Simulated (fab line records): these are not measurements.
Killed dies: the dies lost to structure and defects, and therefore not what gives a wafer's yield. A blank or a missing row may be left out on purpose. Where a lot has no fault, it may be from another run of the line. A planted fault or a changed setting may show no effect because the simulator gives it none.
Struck lot and sound lot, side by side + flow ritCmos + 14 out of 202 route steps
Sound: these wafers, L954.1, L954.2, L954.4. The struck wafers were L942.2, L942.3, L942.5. The cause comes at the end.
For every step that has rows: the tool of each side, followed by ch and its chambers, followed by its first start. Under that, the readings that differ: sound wafers + struck wafers + difference of the means + sigmas: that difference in standard deviations of wafers without a fault.
alike: readings whose means differ by less than 2 such deviations, and words and numbers that are the same on both sides. not compared: withheld readings, readings that some wafer has no value for, bounds like >300 that may hide the same value, and numbers for which the record gives no deviation and whose values overlap.
The two part at a step that has a row with sigmas, a row that says differs or no value, or rows on one side only. Numbers that don't overlap but have no deviation are shown without sigmas and don't part them. Lack of a reading on every wafer of one side parts them only where that side has two or more wafers.

first, 3 steps without rows for these wafers: RIT_GATE_CLEAN_02 (cleans in dHF, time 30 s); RIT_GATE_CLEAN_03 (cleans in SC2, time 600 s); RIT_GATE_CLEAN_04 (cleans in dHF, time 60 s).
RIT_FOX2_THK_MEAS_91:
  struck on filmMetro-03, day 4 03:29; sound on filmMetro-01, day 6 11:34
| reading                     | sound       | struck      | difference | sigmas |
|-----------------------------|-------------|-------------|------------|--------|
| FIELD_OXIDE_LEFT_2_THK (nm) | 259 260 257 | 243 245 244 | -15        | -2     |
then, 2 steps without rows for these wafers: RIT_GATE_OXIDATION_05 (target thk 3 nm, ox time 270 s); RIT_GATE_ANNEAL_06 (time 600 s).
RIT_GATE_THK_MEAS_07:
  struck on filmMetro-01, day 4 05:19; sound on filmMetro-01, day 6 13:19
  alike: GATE_OXIDE_THK
then, 1 step without rows for these wafers: RIT_GATE_CVD_08 (deposits poly-Si from SiH4, target thk 250 nm, time 2220 s).
RIT_GATE_THK_MEAS_09:
  struck on filmMetro-01, day 4 06:59; sound on filmMetro-01, day 6 15:09
  alike: GATE_POLY_THK
then, 3 steps without rows for these wafers: RIT_GATE_HMDS_10 (prime time 60 s); RIT_GATE_COAT_11 (resist thk 857.1 nm); RIT_GATE_SOFTBAKE_12 (time 60 s).
RIT_GATE_EXPOSE_13: exposes mask M6, target cd 150 nm.
  sound on ilineStepper-02 ch 0, day 6 15:40; struck on ilineStepper-01, day 4 07:38
  no value came back on the struck wafers for exposureDoseMJCm2, focusOffsetNm (nm); on the sound wafers exposureDoseMJCm2 reads 381.0 380.7 381.5
  alike: mask
following that, these wafers have no rows for 1 step: RIT_GATE_PEB_14.

## WHERE THEY PART
Earliest at RIT_FOX2_THK_MEAS_91; latest, in this record, at RIT_GATE_EXPOSE_13.

WHY: whatever the simulator had introduced
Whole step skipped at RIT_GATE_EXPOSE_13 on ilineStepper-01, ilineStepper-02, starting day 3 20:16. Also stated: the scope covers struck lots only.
